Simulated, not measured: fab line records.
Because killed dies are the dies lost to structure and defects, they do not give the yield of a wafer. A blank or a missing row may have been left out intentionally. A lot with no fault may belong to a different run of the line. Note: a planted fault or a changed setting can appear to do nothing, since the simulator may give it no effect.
The same fault as seen by 2 desks    flow berkeley cmos170    numbers are kept per desk, each desk with only its own; the story behind them comes last

FOR THE TOOL OWNER'S DESK: rie diel-01
The tool's own readings at UCB170_V2_ETCH_14 (etches SiO2 in CHF3/CF4/Ar, stops on Al, target depth 1250 nm, time 291 s): means of the sampled wafers that have a number, for each lot that ran on this tool. Any lot whose mean is over 4 standard deviations away from the usual mean is out of limits and marked OUT; that distance is given in the brackets.
Columns: A = drypump motor current A at UCB170_V2_ETCH_14, usual 5.78 A; B = oes product au at UCB170_V2_ETCH_14, usual 0.878 a.u.; C = throttle valve pct at UCB170_V2_ETCH_14, usual 6.92 %
lot   first seen here  A     B      C
L261  day 7 23:21      5.93  0.888  7.08
L264  day 8 17:59      5.63  0.881  7.05
L265  day 9 01:43      5.75  0.883  7.00
L267  day 9 20:06      5.55  0.875  6.91
L270  day 9 20:39      5.64  0.880  6.85
This desk's verdict: no lot among the 5 shows anything out of limits.

AT THE METROLOGY DESK
What the gauges read, lot by lot, whatever tool the lot ran on: means of the sampled wafers that have a number. Any lot whose mean is over 4 standard deviations away from the usual mean is out of limits and marked OUT; that distance is given in the brackets.
Columns: A = cd nm at UCB170_M2_CD_MEAS_90, usual 702 nm
lot   first seen here  A
L261  day 7 18:44      700
L260  day 7 19:16      700
L263  day 8 14:26      700
L264  day 8 14:58      705
L265  day 8 23:25      702
L266  day 9 15:43      700
L267  day 9 15:55      705
L268  day 9 16:13      703
L270  day 9 16:26      701
L274  day 10 11:20     708
L277  day 11 04:01     704
L278  day 11 04:43     705
L280  day 11 23:56     701
L282  day 12 00:14     700
This desk's verdict: no lot among the 14 shows anything out of limits.

BROUGHT TOGETHER
The desk of the tool owner found nothing out of limits.
From the metrology desk's view, nothing was out of limits.

WHAT THE SIMULATOR HAD INSERTED
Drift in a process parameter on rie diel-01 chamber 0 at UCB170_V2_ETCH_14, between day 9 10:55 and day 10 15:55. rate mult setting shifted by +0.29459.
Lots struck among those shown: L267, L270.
